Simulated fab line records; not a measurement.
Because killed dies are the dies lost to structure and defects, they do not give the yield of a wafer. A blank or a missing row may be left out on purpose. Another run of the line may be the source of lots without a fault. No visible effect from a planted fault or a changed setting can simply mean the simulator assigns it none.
Lot-split experiment / flow berkeley-cmos170 / on a route of 331 steps: 5 lots, 23 wafers read

THE SPLIT ITSELF
At UCB170_PVT_COAT_01 (resist thk 900 nm), the setting spin-rpm was moved away from the recipe's 1500 rpm on 10 of the 23 wafers read, by -7.3% to +4.8%. All remaining wafers had this setting at the recipe value.

The reading comes from the split's own step.

THE READING
KrF_of_PVT_COAT_01.thk-nm (the simulator's own value, which no gauge read), in nm, at UCB170_PVT_COAT_01 (resist thk 900 nm). The file gives no usual value for it. The 13 wafers here that ran the recipe average 902.0 nm, standard deviation 1.9 nm.

wafer=L078.1; tool, chamber at the split=litho-track-03, 0; spin-rpm as run, rpm=1500; against the recipe=recipe; KrF_of_PVT_COAT_01.thk-nm, nm=903.6; against lot-mates on the recipe=-
wafer=L078.2; tool, chamber at the split=litho-track-03, 0; spin-rpm as run, rpm=1500; against the recipe=recipe; KrF_of_PVT_COAT_01.thk-nm, nm=902.5; against lot-mates on the recipe=-
wafer=L078.3; tool, chamber at the split=litho-track-03, 0; spin-rpm as run, rpm=1391; against the recipe=-7.3%; KrF_of_PVT_COAT_01.thk-nm, nm=939.9; against lot-mates on the recipe=+36.5
wafer=L078.5; tool, chamber at the split=litho-track-03, 0; spin-rpm as run, rpm=1391; against the recipe=-7.3%; KrF_of_PVT_COAT_01.thk-nm, nm=938.1; against lot-mates on the recipe=+34.7
wafer=L078.6; tool, chamber at the split=litho-track-03, 0; spin-rpm as run, rpm=1500; against the recipe=recipe; KrF_of_PVT_COAT_01.thk-nm, nm=904.1; against lot-mates on the recipe=-
wafer=L075.1; tool, chamber at the split=litho-track-03, 0; spin-rpm as run, rpm=1412; against the recipe=-5.9%; KrF_of_PVT_COAT_01.thk-nm, nm=929.6; against lot-mates on the recipe=+28.8
wafer=L075.2; tool, chamber at the split=litho-track-03, 0; spin-rpm as run, rpm=1412; against the recipe=-5.9%; KrF_of_PVT_COAT_01.thk-nm, nm=929.7; against lot-mates on the recipe=+28.9
wafer=L075.4; tool, chamber at the split=litho-track-03, 0; spin-rpm as run, rpm=1500; against the recipe=recipe; KrF_of_PVT_COAT_01.thk-nm, nm=900.4; against lot-mates on the recipe=-
wafer=L075.5; tool, chamber at the split=litho-track-03, 0; spin-rpm as run, rpm=1412; against the recipe=-5.9%; KrF_of_PVT_COAT_01.thk-nm, nm=926.3; against lot-mates on the recipe=+25.5
wafer=L075.6; tool, chamber at the split=litho-track-03, 0; spin-rpm as run, rpm=1500; against the recipe=recipe; KrF_of_PVT_COAT_01.thk-nm, nm=901.3; against lot-mates on the recipe=-
wafer=L080.1; tool, chamber at the split=litho-track-02, 0; spin-rpm as run, rpm=1500; against the recipe=recipe; KrF_of_PVT_COAT_01.thk-nm, nm=904.5; against lot-mates on the recipe=-
wafer=L080.3; tool, chamber at the split=litho-track-02, 0; spin-rpm as run, rpm=1500; against the recipe=recipe; KrF_of_PVT_COAT_01.thk-nm, nm=904.3; against lot-mates on the recipe=-
wafer=L080.6; tool, chamber at the split=litho-track-02, 0; spin-rpm as run, rpm=1500; against the recipe=recipe; KrF_of_PVT_COAT_01.thk-nm, nm=902.7; against lot-mates on the recipe=-
wafer=L081.1; tool, chamber at the split=litho-track-03, 0; spin-rpm as run, rpm=1572; against the recipe=+4.8%; KrF_of_PVT_COAT_01.thk-nm, nm=881.2; against lot-mates on the recipe=-19.1
wafer=L081.2; tool, chamber at the split=litho-track-03, 0; spin-rpm as run, rpm=1500; against the recipe=recipe; KrF_of_PVT_COAT_01.thk-nm, nm=899.4; against lot-mates on the recipe=-
wafer=L081.3; tool, chamber at the split=litho-track-03, 0; spin-rpm as run, rpm=1500; against the recipe=recipe; KrF_of_PVT_COAT_01.thk-nm, nm=902.9; against lot-mates on the recipe=-
wafer=L081.4; tool, chamber at the split=litho-track-03, 0; spin-rpm as run, rpm=1500; against the recipe=recipe; KrF_of_PVT_COAT_01.thk-nm, nm=898.5; against lot-mates on the recipe=-
wafer=L081.5; tool, chamber at the split=litho-track-03, 0; spin-rpm as run, rpm=1572; against the recipe=+4.8%; KrF_of_PVT_COAT_01.thk-nm, nm=882; against lot-mates on the recipe=-18.3
wafer=L083.1; tool, chamber at the split=litho-track-01, 0; spin-rpm as run, rpm=1500; against the recipe=recipe; KrF_of_PVT_COAT_01.thk-nm, nm=899.8; against lot-mates on the recipe=-
wafer=L083.2; tool, chamber at the split=litho-track-01, 0; spin-rpm as run, rpm=1454; against the recipe=-3.1%; KrF_of_PVT_COAT_01.thk-nm, nm=914.4; against lot-mates on the recipe=+13.2
wafer=L083.3; tool, chamber at the split=litho-track-01, 0; spin-rpm as run, rpm=1454; against the recipe=-3.1%; KrF_of_PVT_COAT_01.thk-nm, nm=912.5; against lot-mates on the recipe=+11.4
wafer=L083.4; tool, chamber at the split=litho-track-01, 0; spin-rpm as run, rpm=1454; against the recipe=-3.1%; KrF_of_PVT_COAT_01.thk-nm, nm=917.2; against lot-mates on the recipe=+16.1
wafer=L083.5; tool, chamber at the split=litho-track-01, 0; spin-rpm as run, rpm=1500; against the recipe=recipe; KrF_of_PVT_COAT_01.thk-nm, nm=902.5; against lot-mates on the recipe=-

FIT RESULTS
A straight line over all 23 wafers: KrF_of_PVT_COAT_01.thk-nm changes by -4.63 nm for each +1% of spin-rpm; r = -0.99; the points scatter about the line by 2.2 nm.
The same after taking each lot's own level away (the mean of its wafers on the recipe; 23 wafers): -4.56 nm for each +1%; r = -0.99; scatter 1.8 nm.
The reading moves by 33 nm for the largest change in spin-rpm, on that fit.
The lots' own levels span 900.27 to 903.83 nm, that is 1.9 times the standard deviation above.
So the lot-to-lot level changes the slope little: the two slopes agree.
Check: with one of the wafers moved furthest among these (-7.3%) left out of the fit, the line predicts +33 nm for it against its lot-mates. Against them it came out at +36.5 nm.

FURTHER SPLITS ON THESE WAFERS
Other splits were also applied to these wafers ahead of the reading. Each is held against what the fit with the lots' levels taken away leaves over:
other split on the same wafers=UCB170_NWELL_IMPLANT_14 energy-kev; wafers away from the commonest value=8; r with KrF_of_PVT_COAT_01.thk-nm (lot level and that fit taken away)=+0.17
other split on the same wafers=UCB170_PWELL_IMPLANT_15 energy-kev; wafers away from the commonest value=9; r with KrF_of_PVT_COAT_01.thk-nm (lot level and that fit taken away)=-0.30
other split on the same wafers=UCB170_ACTIVE_CVD_05 pressure-mtorr; wafers away from the commonest value=18; r with KrF_of_PVT_COAT_01.thk-nm (lot level and that fit taken away)=+0.03
other split on the same wafers=UCB170_ACTIVE_PEB_11 peb-temp-c; wafers away from the commonest value=6; r with KrF_of_PVT_COAT_01.thk-nm (lot level and that fit taken away)=-0.07
other split on the same wafers=UCB170_NVT_IMPLANT_07 energy-kev; wafers away from the commonest value=9; r with KrF_of_PVT_COAT_01.thk-nm (lot level and that fit taken away)=+0.16

THE WHOLE CHAIN: every reading that the file lists as answering this split, in the file's order
step=UCB170_PVT_COAT_01; what it does=resist thk 900 nm; reading=KrF_of_PVT_COAT_01.thk-nm (the simulator's own value, which no gauge read); change (the file's fit)=-4.62 nm for each +1% of the setting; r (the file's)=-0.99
step=UCB170_PVT_STRIP_08; what it does=strips in O2; reading=strip-time-to-endpoint-s; change (the file's fit)=withheld for each +1% of the setting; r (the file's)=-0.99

THE FILE'S OWN FIT
KrF_of_PVT_COAT_01.thk-nm changes by -4.62 nm for each +1% of spin-rpm, r = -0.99.
